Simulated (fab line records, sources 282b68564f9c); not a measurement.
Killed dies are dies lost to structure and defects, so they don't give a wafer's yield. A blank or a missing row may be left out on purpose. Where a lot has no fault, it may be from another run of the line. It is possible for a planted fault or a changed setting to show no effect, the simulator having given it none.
Which tool was responsible?    flow rit-cmos    41 wafers from 14 lots sampled at 2 of the route's 202 steps

== WHAT THE GAUGES SHOWED, per wafer ==
The record holds no reading of a measuring or inspecting step that can be judged against a usual standard deviation.

== WHICH TOOL RAN EACH LOT (tool, then ch and the chambers of the sampled wafers, then the start) ==
lot   RIT_M1_METAL_ETCH_12              RIT_M1_PROBE_99
L432  rie-metal-04 ch 0,1, day 3 12:52  prober-02, day 3 15:23
L433  rie-metal-03 ch 0,1, day 3 16:39  prober-01, day 3 18:54
L434  rie-metal-01 ch 0,1, day 3 21:59  prober-02, day 4 00:17
L435  rie-metal-04 ch 0,1, day 4 01:40  prober-01, day 4 03:58
L436  rie-metal-03 ch 1, day 4 08:43    prober-02, day 4 10:58
L437  rie-metal-01 ch 0,1, day 4 13:58  prober-01, day 4 16:13
L438  rie-metal-04 ch 0,1, day 4 17:35  prober-02, day 4 19:53
L439  rie-metal-03 ch 1, day 4 22:37    prober-01, day 5 01:01
L441  rie-metal-04 ch 1, day 5 11:41    prober-01, day 5 14:05
L444  rie-metal-04 ch 1, day 5 23:25    prober-02, day 6 01:50
L445  rie-metal-03 ch 1, day 6 02:16    prober-01, day 6 04:40
L451  rie-metal-03 ch 0,1, day 7 07:32  prober-01, day 7 09:54
L454  rie-metal-03 ch 0,1, day 8 01:33  prober-02, day 8 03:52
L455  rie-metal-01 ch 0,1, day 8 03:00  prober-01, day 8 05:19
- RIT_M1_METAL_ETCH_12: etches Al in Cl2/BCl3, stops on SiO2, time 165 s, target depth 600 nm.
- RIT_M1_PROBE_99

== WHAT THE TOOLS THEMSELVES READ (means of the sampled wafers that have a number; where no wafer has one, the mark that the record gives instead) ==
RIT_M1_METAL_ETCH_12.
lot   tool          drypump-motor-current-A (A)  oes-product-au (a.u.)  rf-fwd-power-W (W)  throttle-valve-pct (%)
L432  rie-metal-04  5.6                          0.768                  249.1               8.44
L433  rie-metal-03  6.0                          0.783                  249.5               8.15
L434  rie-metal-01  5.3                          0.784                  249.0               8.24
L435  rie-metal-04  5.7                          0.778                  249.6               8.36
L436  rie-metal-03  6.3                          0.800                  249.2               8.25
L437  rie-metal-01  5.3                          0.779                  249.1               8.22
L438  rie-metal-04  5.7                          0.769                  249.1               8.37
L439  rie-metal-03  6.4                          0.795                  249.1               8.25
L441  rie-metal-04  5.9                          0.783                  249.9               8.29
L444  rie-metal-04  5.9                          0.774                  248.8               8.28
L445  rie-metal-03  6.3                          0.790                  249.6               8.25
L451  rie-metal-03  6.0                          0.787                  220.2               8.18
L454  rie-metal-03  6.2                          0.784                  218.9               8.20
L455  rie-metal-01  5.1                          0.790                  249.1               8.21

RIT_M1_PROBE_99.
lot   tool       defect-limited-yield (%)  killed_at_M0_to_M3  killed-at-contacts  killed-at-front-end  killed-dies  killed-open  killed-short  sort_bin_3_pad_short (%)  sort_bin_5_function (%)  sort_bin_6_memory (%)  sort-n-pass  sort-yield-pct (%)
L432  prober-02  97.0                      0.0                 0.0                 8.0                  8.0          4.0          4.0           0.0                       1.9                      1.1                    256.0        97.0
L433  prober-01  96.9                      0.0                 0.0                 8.3                  8.3          3.0          5.3           0.3                       1.4                      1.5                    255.7        96.9
L434  prober-02  97.4                      0.0                 0.3                 6.3                  6.7          4.3          2.3           0.0                       1.6                      0.9                    257.3        97.4
L435  prober-01  96.2                      0.0                 0.0                 10.0                 10.0         6.7          3.3           0.0                       2.0                      1.8                    254.0        96.2
L436  prober-02  96.6                      0.0                 0.0                 9.0                  9.0          4.7          4.3           0.0                       2.2                      1.2                    255.0        96.6
L437  prober-01  97.3                      0.0                 0.0                 7.0                  7.0          3.7          3.3           0.0                       1.9                      0.8                    257.0        97.3
L438  prober-02  97.0                      0.3                 0.0                 7.7                  8.0          3.0          4.7           0.1                       1.6                      1.3                    256.0        97.0
L439  prober-01  97.1                      0.0                 0.0                 7.7                  7.7          4.0          3.7           0.0                       2.1                      0.8                    256.3        97.1
L441  prober-01  97.1                      0.0                 0.0                 7.7                  7.7          3.0          4.7           0.3                       1.8                      0.9                    256.3        97.1
L444  prober-02  97.7                      0.0                 0.0                 6.0                  6.0          3.0          3.0           0.0                       1.2                      1.0                    258.0        97.7
L445  prober-01  97.7                      0.0                 0.0                 6.0                  6.0          3.7          2.3           0.3                       1.8                      0.3                    258.0        97.7
L451  prober-01  97.0                      0.0                 0.0                 8.0                  8.0          4.5          3.0           0.4                       1.7                      0.9                    256.0        97.0
L454  prober-02  98.2                      0.0                 0.0                 4.7                  4.7          2.7          2.0           0.0                       1.4                      0.4                    259.3        98.2
L455  prober-01  96.8                      0.0                 0.0                 8.3                  8.3          4.0          4.3           0.0                       1.9                      1.3                    255.7        96.8

== THE ANSWER, worked out from the rows above alone ==
Rule: the usual values come from the lots themselves. Put in order of their means at a reading, lots are off if they are a third of the lots or fewer, leave a main group of 4 or more, and stand apart from it by a gap of 3 or more times the standard deviation of the main group's means; of several such gaps the widest counts. Not used: any main group whose means are identical at the precision the tables above print for the reading. Also off: a lot with no number at a reading for which 4 or more lots have one. Where the step has rows for the other lots, those lots are counted as sound. Order of review: gauges by route order, followed by the tools' own readings, for which a lot's mean as printed above is used. At the first step where some lot is off, the reading lying furthest off is the one used; lots without a number count as furthest.
Off: L451, L454 (RIT_M1_METAL_ETCH_12, rf-fwd-power-W). The main group: mean 249.3 W, standard deviation 0.3.
If a tool, at that step or one of the process steps before it, ran each lot that is off and ran no sound lot following the first of them, it fits. One fits: RIT_M1_METAL_ETCH_12 on rie-metal-03. Its last sound lot is L445 (day 6 02:16), its first lot that is off L451 (day 7 07:32): a fault that began between those two fits.
The tool's own readings at RIT_M1_METAL_ETCH_12 bear it out: on the lots that are off they differ by more than 5 times the standard deviation of the sound lots' means. rf-fwd-power-W reads 219.6 W there against 249.3 W on the sound lots.

== WHAT WAS PUT IN BY THE SIMULATOR ==
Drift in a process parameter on rie-metal-03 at RIT_M1_METAL_ETCH_12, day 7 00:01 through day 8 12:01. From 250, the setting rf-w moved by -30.
Lots struck among those shown: L451, L454. The rule above reached the same finding.
